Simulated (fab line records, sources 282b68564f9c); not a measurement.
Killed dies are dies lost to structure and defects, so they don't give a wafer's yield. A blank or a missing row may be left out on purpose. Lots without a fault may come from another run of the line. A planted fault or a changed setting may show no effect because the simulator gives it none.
Which tool did it? | flow rit_cmos | 14 lots, 42 wafers sampled, at 2 steps of a route of 202

WHAT THE GAUGES READ, wafer by wafer
The record holds no reading of a measuring or inspecting step that can be judged against a usual standard deviation.

WHICH TOOL RAN EACH LOT (tool, then ch and the chambers of the sampled wafers, then the start)
lot  | RIT_PWELL_HARDBAKE_07            | RIT_M1_PROBE_99
L241 | litho_track-02 ch 0, day 2 00:32 | prober-01, day 3 11:34
L243 | litho_track-01 ch 0, day 2 11:09 | -
L244 | litho_track-02 ch 0, day 2 15:22 | -
L247 | litho_track-04 ch 0, day 3 05:22 | -
L251 | litho_track-02 ch 0, day 4 03:28 | -
L252 | litho_track-02 ch 0, day 4 06:17 | -
L253 | litho_track-04 ch 0, day 4 12:28 | -
L255 | litho_track-04 ch 0, day 4 22:19 | -
L256 | litho_track-01 ch 0, day 5 01:52 | -
L257 | litho_track-04 ch 0, day 5 09:06 | -
L258 | litho_track-04 ch 0, day 5 13:13 | -
L259 | litho_track-04 ch 0, day 5 17:35 | prober-01, day 7 11:34
L261 | litho_track-01 ch 0, day 6 02:58 | -
L262 | litho_track-04 ch 0, day 6 08:23 | prober-01, day 7 23:59
- RIT_PWELL_HARDBAKE_07: time 120 s.
- RIT_M1_PROBE_99

WHAT THE TOOLS THEMSELVES READ (means of the sampled wafers that have a number; where no wafer has one, the mark that the record gives instead)
RIT_PWELL_HARDBAKE_07.
lot  | tool           | heater_power_total_W (W) | plate_temp_C (C)
L241 | litho_track-02 | 52.02                    | 139.94
L243 | litho_track-01 | 51.96                    | 140.20
L244 | litho_track-02 | 52.03                    | 139.90
L247 | litho_track-04 | 52.05                    | 139.87
L251 | litho_track-02 | 53.89                    | 143.88
L252 | litho_track-02 | 53.94                    | 143.68
L253 | litho_track-04 | 52.04                    | 139.92
L255 | litho_track-04 | 52.03                    | 139.97
L256 | litho_track-01 | 52.03                    | 140.01
L257 | litho_track-04 | 52.05                    | 139.85
L258 | litho_track-04 | 52.03                    | 139.92
L259 | litho_track-04 | 52.00                    | 139.84
L261 | litho_track-01 | 52.06                    | 139.98
L262 | litho_track-04 | 52.01                    | 139.88

RIT_M1_PROBE_99.
lot  | tool      | killed_at_contacts | killed_at_front_end | killed_dies | killed_open | killed_short
L241 | prober-01 | 0.0                | 6                   | 6           | 1.3         | 4.3
L259 | prober-01 | 0.0                | 3                   | 3           | 1.7         | 1.0
L262 | prober-01 | 0.0                | 8                   | 8           | 4.7         | 3.0

THE ANSWER, worked out from the rows above alone
Rule: what is usual is taken from the lots themselves. Put in order of their means at a reading, lots are off if they are a third of the lots or fewer, leave a main group of 4 or more, and stand apart from it by a gap of 3 or more times the standard deviation of the main group's means; of several such gaps the widest counts. A main group whose means are all the same, to the digits that the tables above print for the reading, isn't used. A lot without any number at a reading at which 4 lots or more have one is off too. The other lots that the step has rows for count as sound. The gauges are gone through in route order, then the tools' own readings, and for those a lot's mean is taken as printed above. The first step at which some lot is off is used, and at that step the reading that is off furthest; a lot without a number counts as furthest.
Off: L251, L252, at RIT_PWELL_HARDBAKE_07 (heater_power_total_W). The main group: mean 52.03 W, standard deviation 0.026.
A tool fits if, at that step or a process step before it, it ran every lot that is off, and no sound lot after the first of them. One fits: litho_track-02 at RIT_PWELL_HARDBAKE_07. Its last sound lot is L244 (day 2 15:22), its first lot that is off L251 (day 4 03:28): a fault that began between those two fits.
The tool's own readings at RIT_PWELL_HARDBAKE_07 bear it out: on the lots that are off they differ by more than 5 times the standard deviation of the sound lots' means. heater_power_total_W reads 53.91 W there against 52.03 W on the sound lots; plate_temp_C reads 143.78 C there against 139.94 C on the sound lots.

WHAT THE SIMULATOR HAD PUT IN
Process parameter drift: litho_track-02, from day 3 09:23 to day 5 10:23, at RIT_PWELL_HARDBAKE_07. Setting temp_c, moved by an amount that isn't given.
Lots struck among those shown: L251, L252. The rule above found the same.
